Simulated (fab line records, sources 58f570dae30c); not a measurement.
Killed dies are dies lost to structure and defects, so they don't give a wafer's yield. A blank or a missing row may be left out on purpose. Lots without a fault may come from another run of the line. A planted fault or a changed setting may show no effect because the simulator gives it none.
Which tool did it? | flow berkeley_cmos170 | 7 lots, 21 wafers sampled, at 1 step of a route of 331

WHAT THE GAUGES READ, wafer by wafer
UCB170_V1_CD_MEAS_12: target cd 700 nm.
lot  | measured     | on        | cd_nm (nm)
L733 | day 9 01:25  | cd_sem-02 | 698.5 699.4 699.6
L736 | day 9 01:34  | cd_sem-01 | 699.9 698.7 699.5
L741 | day 10 11:55 | cd_sem-01 | 700.9 702.1 700.5
L744 | day 10 21:13 | cd_sem-01 | 700.7 701.7 700.5
L746 | day 11 11:57 | cd_sem-01 | 700.5 700.4 699.1
L749 | day 12 23:15 | cd_sem-02 | 698.1 697.8 697.6
L750 | day 12 23:43 | cd_sem-01 | 700.1 701.3 699.0

WHICH TOOL RAN EACH LOT (tool, then ch and the chambers of the sampled wafers, then the start)
The record holds no process step before these readings.

THE ANSWER, worked out from the rows above alone
Rule: what is usual is taken from the lots themselves. Put in order of their means at a reading, lots are off if they are a third of the lots or fewer, leave a main group of 4 or more, and stand apart from it by a gap of 3 or more times the standard deviation of the main group's means; of several such gaps the widest counts. A main group whose means are all the same, to the digits that the tables above print for the reading, isn't used. A lot without any number at a reading at which 4 lots or more have one is off too. The other lots that the step has rows for count as sound.
No lot is off at any reading shown: from this, nothing can be told.

WHAT THE SIMULATOR HAD PUT IN
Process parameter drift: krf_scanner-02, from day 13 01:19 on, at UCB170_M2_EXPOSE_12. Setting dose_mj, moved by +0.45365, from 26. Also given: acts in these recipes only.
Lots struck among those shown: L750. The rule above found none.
